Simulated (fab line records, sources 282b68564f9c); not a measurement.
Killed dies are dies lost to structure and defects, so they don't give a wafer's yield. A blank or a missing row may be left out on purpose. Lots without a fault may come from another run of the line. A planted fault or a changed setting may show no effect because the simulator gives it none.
fab line records | flow rit_cmos
record lots=6 wafers=18 last_day=7
route steps=202 shown ACTIVE@8 FOX1@20 FOX2@23 M1@202
lots that met no fault: from a run of the same line without faults
start_h: hours from the record's first day to the start of the lot's first wafer shown | wait_h: hours since the lot's step before | " the same as in the row above | L1.1+2: a row that stands for several wafers | - no value, or no start given | * or withheld: withheld | < > ~ a bound
route shown NAME@n: a module of which the file shows steps, and the number in the route of the first | usual: mean/standard deviation of fault-free wafers | same: alike in all rows | chamber/n: place in a boat | sites: the reading at each site | _std_site: their standard deviation | _edge_site: outer sites' mean less inner sites' | radius_mm: how far each site lies from the wafer's centre | mask NAME#n: copy n | behind: the tool/chamber that last shaped the wafer | hold: why the lot was held/for how many hours/how that ended | device: the transistor (n, p or np) that didn't switch | end of line: the same wafers' tests at the end of the route | a step without rows: its recipe alone | killed: dies lost to structure and defects at the first sort, not the wafer's yield | map: a wafer's dies, x killed, . not, _ none there
set.NAME: the setting as run; set.NAME@STEP: as run at that earlier step | model.NAME: the simulator's own value behind a step, which no gauge read
lots at some steps of the route; a table a step, a row a wafer
services: from which hour (start_h, from the record's first day; less than 0 if before it) a tool's chamber was out of use, for how many hours, and why
## steps
# step RIT_ACTIVE_SOFTBAKE_07
# recipe resist=NOVOLAK temp_c=90 time_s=60
# step RIT_ACTIVE_EXPOSE_08
# recipe mask_id=M1 na=0.6 source_shape=conventional sigma_outer=0.6 target_cd_nm=1400 dose_mj=229.5
# step RIT_ACTIVE_PEB_09
# recipe resist=NOVOLAK temp_c=withheld time_s=withheld
# step RIT_ACTIVE_DEVELOP_10
# recipe resist=NOVOLAK develop_time_s=52.49 dev_temp_c=23
# step RIT_ACTIVE_CD_MEAS_11
# recipe target_cd_nm=1400
# usual cd_nm=1399.6/2.2
# columns lot.wafer tool chamber start_h wait_h cd_nm
L360.1 cd_sem-02 - 35.11 - 1400.2
L360.3 " - " " 1403.1
L360.5 " - " " 1403.6
L361.3 cd_sem-02 - 40.89 - 1400.9
L361.4 " - " " 1401.4
L361.6 " - " " 1399.9
L364.1 cd_sem-01 - 54.78 - 1398.5
L364.4 " - " " 1401.6
L364.5 " - " " 1400.4
L370.1 cd_sem-02 - 85.40 - 1400.6
L370.2 " - " " 1400.3
L370.4 " - " " 1402.1
L372.1 cd_sem-01 - 94.56 - 1399.9
L372.2 " - " " 1398.0
L372.6 " - " " 1398.2
L377.1 cd_sem-01 - 119.77 - 1398.2
L377.5 " - " " 1398.7
L377.6 " - " " 1398.9
# step RIT_ACTIVE_HARDBAKE_12
# recipe resist=NOVOLAK temp_c=140 time_s=60
# step RIT_ACTIVE_ETCH_13
# recipe stop_on=SiO2 chemistry=SF6 target=Si3N4 time_s=210 over_etch_frac=0.4 SF6_flow_sccm=200 pressure_mtorr=260 rf_w=125 target_depth_a=2100
# usual drypump_motor_current_A=5.7/0.48 oes_product_au=0.824/0.014 throttle_valve_pct=7.52/0.13
# same time_s=210
# columns lot.wafer tool chamber start_h wait_h drypump_motor_current_A oes_product_au rf_hours_counter_h throttle_valve_pct
L360.1 rie_diel-04 3 35.38 0.1 6.5 0.830 17 7.65
L360.3 " 1 " " 5.6 0.831 3 7.54
L360.5 " 2 " " 5.5 0.813 - 7.54
L361.3 rie_diel-03 1 41.14 0.1 4.6 0.793 152 7.30
L361.4 " 2 " " 6.1 0.823 162 7.58
L361.6 " 2 " " 6.1 0.817 - 7.57
L364.1 rie_diel-02 2 55.05 0.1 6.2 0.829 13 7.50
L364.4 " 0 " " 6.3 0.834 3 7.75
L364.5 " 1 " " 5.2 0.810 - 7.42
L370.1 rie_diel-02 3 85.67 0.1 5.3 0.846 132 7.63
L370.2 " 0 " " 6.3 0.837 4 7.74
L370.4 " 2 " " 6.2 0.835 14 7.52
L372.1 rie_diel-03 3 94.83 0.1 6.0 0.822 111 7.43
L372.2 " 1 " " 4.6 0.796 152 7.30
L372.6 " 1 " " 4.6 0.809 - 7.32
L377.1 rie_diel-03 3 120.04 0.1 6.0 0.831 112 7.43
L377.5 " 3 " " 6.0 0.824 - 7.43
L377.6 " 0 " " 5.7 0.827 - 7.31
# step RIT_ACTIVE_STRIP_14
# recipe chemistry=O2 time_s=180 resist=NOVOLAK platen_temp_c=withheld power_w=500 pressure_mtorr=4000 o2_flow_sccm=4000
# usual drypump_motor_current_A=5.6/0.39 o2_flow_sccm=3999/11
# same time_s=180
# columns lot.wafer tool chamber start_h wait_h drypump_motor_current_A o2_flow_sccm rf_hours_counter_h
L360.1 plasma_asher-02 0 35.51 0.1 5.9 4004 38
L360.3 " 1 " " 6.0 4005 -
L360.5 " 1 " " 6.0 3988 -
L361.3 plasma_asher-03 0 41.33 0.1 5.0 4017 -
L361.4 " 1 " " 5.9 3989 -
L361.6 " 1 " " 5.9 3994 -
L364.1 plasma_asher-02 0 55.19 0.1 5.9 3996 40
L364.4 " 1 " " 6.0 3988 -
L364.5 " 1 " " 6.0 4004 -
L370.1 plasma_asher-03 1 85.80 0.1 5.9 4028 46
L370.2 " 0 " " 5.0 3999 46
L370.4 " 0 " " 5.0 4013 -
L372.1 plasma_asher-02 1 94.97 0.1 6.0 3998 45
L372.2 " 0 " " 5.9 3995 45
L372.6 " 1 " " 6.0 4013 -
L377.1 plasma_asher-02 1 120.17 0.1 6.0 4017 0
L377.5 " 1 " " 6.0 4017 -
L377.6 " 0 " " 5.9 4001 -
# step RIT_ACTIVE_CD_MEAS_90
# recipe target_cd_nm=1400
# usual cd_nm=1399.6/2.2
# columns lot.wafer tool chamber start_h wait_h cd_nm
L360.1 cd_sem-02 - 35.69 0.1 1400.7
L360.3 " - " " 1402.9
L360.5 " - " " 1403.7
L361.3 cd_sem-01 - 41.49 0.1 1401.0
L361.4 " - " " 1400.9
L361.6 " - " " 1400.0
L364.1 cd_sem-01 - 55.36 0.1 1398.7
L364.4 " - " " 1401.8
L364.5 " - " " 1400.4
L370.1 cd_sem-01 - 85.98 0.1 1401.0
L370.2 " - " " 1400.4
L370.4 " - " " 1402.3
L372.1 cd_sem-01 - 95.14 0.1 1399.3
L372.2 " - " " 1398.2
L372.6 " - " " 1398.3
L377.1 cd_sem-02 - 120.34 0.1 1398.1
L377.5 " - " " 1398.7
L377.6 " - " " 1399.2
# step RIT_ACTIVE_CLEAN_15
# recipe chemistry=SC1 mix=3:3:50 time_s=600 temp_c=75
# step RIT_ACTIVE_CLEAN_16
# recipe chemistry=dHF dilution=50:1 time_s=30
# step RIT_ACTIVE_CLEAN_17
# recipe chemistry=SC2 mix=3:3:50 time_s=600 temp_c=75 dry=n2_spin
# step RIT_FOX1_OXIDATION_00
# recipe temp_c=1100 ambient=H2O target_thk_a=3507 p_h2o_torr=720 ox_time_s=1130
# usual tube_center_temp_C_max=1102.8/0.44 zone_power_centre_pct=51.5/2.9 zone_power_source_pct=39.7/2.7
# columns lot.wafer tool chamber start_h wait_h tube_center_temp_C_max zone_power_centre_pct zone_power_source_pct model.SiO2_of_FOX1_OXIDATION_00.thk_nm model.Si3N4_of_ACTIVE_CVD_03.thk_nm
L360.1 furnace-03 0 36.91 0.7 1102.3 48.4 37.3 363.8 142
L360.3 " 0 " " 1102.9 47.8 37.7 354.9 142.5
L360.5 " 0 " " 1103.1 47.9 37.6 356.3 142.4
L361.3 furnace-01 0 43.13 1.2 1102.7 55.1 38.8 352.6 141.1
L361.4 " 0 " " 1102.9 55.4 39.4 353.9 142.3
L361.6 " 0 " " 1103.2 55.3 38.3 350.4 142.1
L364.1 furnace-03 0 55.85 0.0 1104.1 47.8 37.3 226.1 141.7
L364.4 " 0 " " 1103.2 49.3 37.0 226.1 142
L364.5 " 0 " " 1103.1 48.2 36.7 226.4 141.7
L370.1 furnace-03 0 87.40 0.9 1102.6 48.7 37.1 224.7 144.6
L370.2 " 0 " " 1103.1 48.4 37.4 225.4 143.8
L370.4 " 0 " " 1103.5 48.1 36.5 222.8 144.5
L372.1 furnace-04 0 96.00 0.4 1102.6 52.5 43.4 366.7 140.5
L372.2 " 0 " " 1102.8 52.1 42.8 366.4 140.2
L372.6 " 0 " " 1102.5 51.7 42.9 369.9 142.1
L377.1 furnace-04 0 121.12 0.3 1103.1 52.7 43.6 370 141.6
L377.5 " 0 " " 1103.1 52.2 43.0 364.1 142.3
L377.6 " 0 " " 1103.2 51.6 44.4 372.5 141.4
# step RIT_FOX1_THK_MEAS_01
# recipe reads=SiO2_of_FOX1_OXIDATION_00
# usual FOX1_OXIDE_THK=353/8.4
# columns lot.wafer tool chamber start_h wait_h FOX1_OXIDE_THK[nm]
L360.1 film_metro-03 - 38.22 0.0 364
L360.3 " - " " 355
L360.5 " - " " 356
L361.3 film_metro-03 - 44.46 0.0 352
L361.4 " - " " 354
L361.6 " - " " 350
L364.1 film_metro-01 - 57.16 0.0 226
L364.4 " - " " 226
L364.5 " - " " 226
L370.1 film_metro-03 - 88.71 0.0 225
L370.2 " - " " 225
L370.4 " - " " 223
L372.1 film_metro-01 - 97.31 0.0 367
L372.2 " - " " 366
L372.6 " - " " 370
L377.1 film_metro-01 - 122.43 0.0 370
L377.5 " - " " 364
L377.6 " - " " 373
# step RIT_FOX1_WET_ETCH_02
# recipe chemistry=BOE target_depth_nm=350 time_s=390 temp_c=21.5 dry=n2_spin dilution=10:1 target=SiO2
# step RIT_FOX2_OXIDATION_00
# recipe temp_c=1100 ambient=H2O target_thk_a=3507 p_h2o_torr=720 ox_time_s=1130
# step RIT_FOX2_THK_MEAS_01
# recipe reads=SiO2_of_FOX2_OXIDATION_00
# usual FOX2_OXIDE_THK=350/8.2
# columns lot.wafer tool chamber start_h wait_h FOX2_OXIDE_THK[nm]
L360.1 film_metro-01 - 39.71 0.0 360
L360.3 " - " " 364
L360.5 " - " " 358
L361.3 film_metro-04 - 47.90 0.0 338
L361.4 " - " " 340
L361.6 " - " " 341
L364.1 film_metro-01 - 59.11 0.0 357
L364.4 " - " " 355
L364.5 " - " " 361
L370.1 film_metro-04 - 90.27 0.0 345
L370.2 " - " " 343
L370.4 " - " " 338
L372.1 film_metro-04 - 98.88 0.0 359
L372.2 " - " " 365
L372.6 " - " " 364
L377.1 film_metro-01 - 123.92 0.0 353
L377.5 " - " " 353
L377.6 " - " " 348
# step RIT_FOX2_CLEAN_02
# recipe chemistry=dHF dilution=50:1 time_s=180
# same time_s=180
# columns lot.wafer tool chamber start_h wait_h model.Si3N4_of_ACTIVE_CVD_03.thk_nm
L360.1 wet_bench-02 2 39.77 0.1 130.3
L360.3 " 2 " " 130.8
L360.5 " 2 " " 130.7
L361.3 wet_bench-02 3 47.94 0.0 129.3
L361.4 " 3 " " 130.5
L361.6 " 3 " " 130.3
L364.1+5 wet_bench-02 0 59.17 0.1 129.9
L364.4 " 0 " " 130.2
L370.1 wet_bench-02 1 90.33 0.1 132.7
L370.2 " 1 " " 132
L370.4 " 1 " " 132.6
L372.1 wet_bench-03 3 98.94 0.1 128.6
L372.2 " 3 " " 128.3
L372.6 " 3 " " 130.2
L377.1 wet_bench-03 2 123.98 0.1 129.7
L377.5 " 2 " " 130.4
L377.6 " 2 " " 129.4
# step RIT_FOX2_WET_ETCH_03
# recipe chemistry=H3PO4 target=Si3N4 target_depth_nm=195 temp_c=165 time_s=2700
# step RIT_M1_PROBE_99
# usual killed_at_contacts=0.0/0.2 killed_at_front_end=6.6/2.9 killed_dies=6.6/3 killed_open=3.4/2 killed_short=3.2/2
# same gross_dies=264 killed_at_M0_to_M3=0 killed_at_M4_up=0 killed_at_back_side=0 killed_at_other=0
# columns lot.wafer tool chamber start_h wait_h killed_at_contacts killed_at_front_end killed_dies killed_open killed_short model.etest.nplus_sal.width_nm model.etest.pplus_sal.width_nm model.etest.pldd.width_nm model.etest.nldd.width_nm model.etest.nmos_narrow.drive_ua_um model.etest.pmos_narrow.drive_ua_um model.etest.field_p_metal.vt_v model.etest.field_p.vt_v
L360.1 prober-02 - 78.77 0.1 0 5 5 2 3 3415 3421 3134 3134 238.3 110.5 -28.61 -12.8
L360.3 prober-02 - 78.87 0.2 0 4 4 3 1 3435 3427 3144 3152 236.4 112.5 -28.62 -12.85
L360.5 prober-02 - 78.97 0.2 0 7 7 2 5 3422 3435 3148 3145 239.6 112.3 -29.33 -12.85
L361.3 prober-01 - 89.39 0.2 0 7 7 4 3 3419 3428 3172 3167 243.4 109.5 -30.05 -12.67
L361.4 prober-01 - 89.44 0.2 0 5 5 5 0 3445 3483 3183 3171 237.1 107.1 -29.78 -12.62
L361.6 prober-01 - 89.54 0.2 1 14 15 10 5 3426 3419 3182 3180 244.3 110 -30.17 -12.72
L364.1 prober-02 - 99.45 0.1 0 7 7 4 3 3577 3590 3280 3272 269.4 120.5 -30.76 -13.58
L364.4 prober-02 - 99.60 0.2 1 10 11 7 4 3589 3587 3267 3279 269.5 122.2 -31.5 -13.6
L364.5 prober-02 - 99.65 0.2 0 13 13 6 7 3595 3590 3274 3247 270.1 123.2 -30.96 -13.64
L370.1 prober-02 - 130.19 0.1 0 3 3 1 2 3593 3554 3293 3283 265 121.8 -30.82 -13.19
L370.2 prober-02 - 130.24 0.1 0 8 8 2 6 3564 3571 3289 3291 269.3 122.8 -30.85 -13.18
L370.4 prober-02 - 130.34 0.2 0 1 1 0 1 3617 3587 3315 3301 264.7 120.1 -30.97 -13.13
L372.1 prober-02 - 137.70 0.1 0 5 5 2 3 3404 3403 3127 3163 241.1 109.2 -27.88 -12.36
L372.2 prober-02 - 137.75 0.1 0 0 0 0 0 3427 3425 3138 3130 241.2 109.3 -27.35 -12.45
L372.6 prober-02 - 137.95 0.2 0 4 4 3 1 3406 3425 3148 3148 239.2 107.8 -28.04 -12.45
L377.1 prober-01 - 164.49 0.1 0 3 3 1 2 3440 3437 3148 3136 252.1 110.1 -28.78 -12.88
L377.5 prober-01 - 164.69 0.2 0 11 11 5 6 3442 3434 3150 3150 252.2 111.9 -29.16 -12.84
L377.6 prober-01 - 164.74 0.2 0 3 3 1 2 3400 3396 3129 3146 241.4 107 -30.28 -12.82
# killed by level:class
L360.1 GATE:geometric_particle:short=2 FOX1:geometric_particle:short=1 GATE:geometric_particle:open=1 REOX:geometric_particle:open=1
L360.3 FOX2:geometric_particle:open=2 ACTIVE:geometric_particle:short=1 GATE:geometric_particle:open=1
L360.5 GATE:geometric_particle:short=2 FOX1:geometric_particle:short=1 FOX2:geometric_particle:open=1 GATE:geometric_particle:open=1 SPACER:geometric_particle:short=1 SILICIDE:geometric_particle:short=1
L361.3 FOX1:geometric_particle:open=1 FOX2:geometric_particle:short=1 GATE:geometric_particle:short=1 GATE:geometric_particle:open=1 REOX:geometric_particle:open=1 SPACER:geometric_particle:open=1 SILICIDE:geometric_particle:short=1
L361.4 GATE:geometric_particle:open=3 FOX1:geometric_particle:open=1 SPACER:geometric_particle:open=1
L361.6 GATE:geometric_particle:open=4 FOX1:geometric_particle:short=2 REOX:geometric_particle:open=2 SPACER:geometric_particle:open=2 SPACER:geometric_particle:short=2 FOX1:geometric_particle:open=1 REOX:geometric_particle:short=1 CONTACT:geometric_particle:open=1
L364.1 GATE:geometric_particle:open=2 REOX:geometric_particle:short=2 FOX1:geometric_particle:open=1 FOX2:geometric_particle:short=1 SILICIDE:geometric_particle:open=1
L364.4 REOX:geometric_particle:open=2 REOX:geometric_particle:short=2 FOX1:geometric_particle:open=1 GATE:geometric_particle:open=1 GATE:geometric_particle:short=1 SPACER:geometric_particle:open=1 SILICIDE:geometric_particle:open=1 SILICIDE:geometric_particle:short=1
L364.5 GATE:geometric_particle:short=3 REOX:geometric_particle:short=3 SILICIDE:geometric_particle:open=3 GATE:geometric_particle:open=2 FOX1:geometric_particle:open=1 FOX1:geometric_particle:short=1
L370.1 FOX1:geometric_particle:short=1 REOX:geometric_particle:open=1 REOX:geometric_particle:short=1
L370.2 GATE:geometric_particle:short=2 SPACER:geometric_particle:short=2 SILICIDE:geometric_particle:short=2 FOX1:geometric_particle:open=1 GATE:geometric_particle:open=1
L370.4 REOX:geometric_particle:short=1
L372.1 FOX1:geometric_particle:short=1 GATE:geometric_particle:short=1 REOX:geometric_particle:open=1 REOX:geometric_particle:short=1 SPACER:geometric_particle:open=1
L372.6 REOX:geometric_particle:open=2 REOX:geometric_particle:short=1 SPACER:geometric_particle:open=1
L377.1 FOX1:geometric_particle:short=1 GATE:geometric_particle:open=1 SPACER:geometric_particle:short=1
L377.5 GATE:geometric_particle:open=3 GATE:geometric_particle:short=2 REOX:geometric_particle:open=2 SPACER:geometric_particle:short=2 FOX1:geometric_particle:short=1 SILICIDE:geometric_particle:short=1
L377.6 FOX1:geometric_particle:short=1 GATE:geometric_particle:short=1 GATE:geometric_particle:open=1
## services
# columns tool chamber start_h hours kind
rie_diel-04 3 14.88 6.9 repair
rie_diel-04 - 19.45 2.5 repair
furnace-03 - 27.62 2.6 pm
plasma_asher-02 - 43.47 2.2 repair
rie_diel-04 - 46.44 2.8 pm
furnace-04 - 63.59 3.1 pm
wet_bench-03 - 67.34 3.2 repair
plasma_asher-03 - 68.20 8.0 repair
rie_diel-03 2 81.28 - clean
rie_diel-03 2 81.28 27.5 scheduled_down
rie_diel-03 2 81.28 27.5 vent_cycle
plasma_asher-02 - 108.75 9.0 pm
plasma_asher-02 0 108.75 9.0 vent_cycle
plasma_asher-02 1 108.75 9.0 vent_cycle
rie_diel-03 - 109.82 2.8 pm
plasma_asher-02 0 117.75 - clean
plasma_asher-02 1 117.75 - clean
## key
first_sign step=RIT_FOX1_THK_MEAS_01 reading=FOX1_OXIDE_THK direction=down sigmas=15 usual=353 struck=225
effect none on later readings
model_effect step=RIT_FOX1_OXIDATION_00 value=SiO2_of_FOX1_OXIDATION_00.thk_nm without=348.1 struck=225.2
model_effect step=RIT_FOX2_CLEAN_02 value=Si3N4_of_ACTIVE_CVD_03.thk_nm without=128.9 struck=131.2
model_effect step=RIT_M1_PROBE_99 value=etest.nplus_sal.width_nm without=3454 struck=3589
met_at RIT_FOX1_OXIDATION_00
struck_wafers L364.1,L364.4,L364.5,L370.1,L370.2,L370.4
tester_left_out L364,L370
onset_between 36.91 55.85
also_fits RIT_ACTIVE_ETCH_13:rie_diel-02
fault kind=process_parameter_drift tool=furnace-03 chamber=- onset_h=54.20 steps=RIT_FOX1_OXIDATION_00 channel=ox_time_s offset=* shape=step end_h=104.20 acts_in=* stated=*
# tester_left_out: of these lots the tester's yield and bins aren't shown, on N5 and GAA mostly nor the transistor test; their killed dies are dies lost to structure and defects alone, not to doping, threshold or leakage, so they don't give the yield
